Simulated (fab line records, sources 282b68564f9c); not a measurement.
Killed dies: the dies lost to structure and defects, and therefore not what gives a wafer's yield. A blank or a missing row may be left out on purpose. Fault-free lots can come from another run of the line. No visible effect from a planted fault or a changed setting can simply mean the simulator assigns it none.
2 desks looking at one fault + flow rit_cmos + each desk holds nothing but its own numbers, with what lay behind them at the end

== DESK OF THE TOOL OWNER: rtp_anneal-01 ==
The tool's own readings at RIT_SILICIDE_RTA_04 (time 10 s, ramp up 5 s, ramp down 5 s): means of the sampled wafers that have a number, for each lot that ran on this tool. Marked OUT: a lot whose mean sits more than 4 standard deviations from the usual mean, which makes it out of limits; the brackets give that distance.
Columns: A = wafer_temp_C_max at RIT_SILICIDE_RTA_04, usual 653.4
| lot  | first seen here | A               |
|------|-----------------|-----------------|
| L214 | day 3 03:22     | 654.5           |
| L216 | day 3 13:41     | 654.5           |
| L224 | day 5 06:59     | 723.7 (+83) OUT |
| L226 | day 5 15:15     | 723.8 (+83) OUT |
| L228 | day 6 07:11     | 723.7 (+83) OUT |
Finding of this desk: L224, L226, L228 out of limits; the first was L224 at day 5 06:59, on wafer_temp_C_max at RIT_SILICIDE_RTA_04. L214, L216 stayed within limits.

== FROM THE METROLOGY DESK ==
Lot by lot, what the gauges showed, no matter which tool ran the lot: averages of those sampled wafers that carry a number. Marked OUT: a lot whose mean sits more than 4 standard deviations from the usual mean, which makes it out of limits; the brackets give that distance.
Columns: A = PSD_RS at RIT_SDANNEAL_RS_MEAS_04, usual 116.0 ohm/sq; B = NSD_RS at RIT_SDANNEAL_RS_MEAS_05, usual 84.6 ohm/sq; C = PLDD_RS at RIT_SDANNEAL_RS_MEAS_06, usual 178.6 ohm/sq; D = NLDD_RS at RIT_SDANNEAL_RS_MEAS_07, usual 151.7 ohm/sq; E = SILICIDE_TI_RS at RIT_SILICIDE_RS_MEAS_02, usual 48.5 ohm/sq; F = SILICIDE_TI_THK at RIT_SILICIDE_THK_MEAS_03, usual 29.50 nm
| lot  | first seen here | A     | B    | C     | D     | E    | F     |
|------|-----------------|-------|------|-------|-------|------|-------|
| L214 | day 3 02:32     | 115.6 | 84.8 | 178.2 | 151.6 | 47.9 | 29.91 |
| L216 | day 3 12:53     | 115.7 | 84.0 | 179.2 | 151.0 | 48.0 | 29.68 |
| L224 | day 5 06:10     | 116.2 | 84.4 | 177.9 | 151.8 | 48.9 | 29.11 |
| L226 | day 5 14:26     | 116.3 | 84.8 | 179.4 | 151.7 | 48.6 | 29.61 |
| L228 | day 6 06:23     | 115.9 | 84.8 | 178.5 | 152.7 | 49.1 | 29.03 |
| L231 | day 6 16:32     | 115.6 | 84.7 | 179.1 | 151.6 | 48.0 | 29.93 |
| L237 | day 7 21:29     | 116.4 | 84.6 | 178.1 | 152.5 | 48.4 | 29.79 |
This desk's verdict: no lot among the 7 shows anything out of limits.

== TAKEN TOGETHER ==
At day 5 06:59, on L224, L226, L228, the tool owner's desk was in a position to raise an alarm.
Metrology desk: nothing out of limits seen.
The metrology desk has L224, L226, L228 on record, within its limits.
RIT_SILICIDE_RTA_04 was run on rtp_anneal-01 by each of the lots named.

== WHAT THE SIMULATOR HAD INSERTED ==
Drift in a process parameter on rtp_anneal-01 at RIT_SILICIDE_RTA_04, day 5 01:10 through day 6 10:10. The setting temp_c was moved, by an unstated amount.
Shown lots that were struck: L224, L226, L228.
How many hours passed from the start of the fault until each desk's first out-of-limits reading: the tool owner's desk, 6.
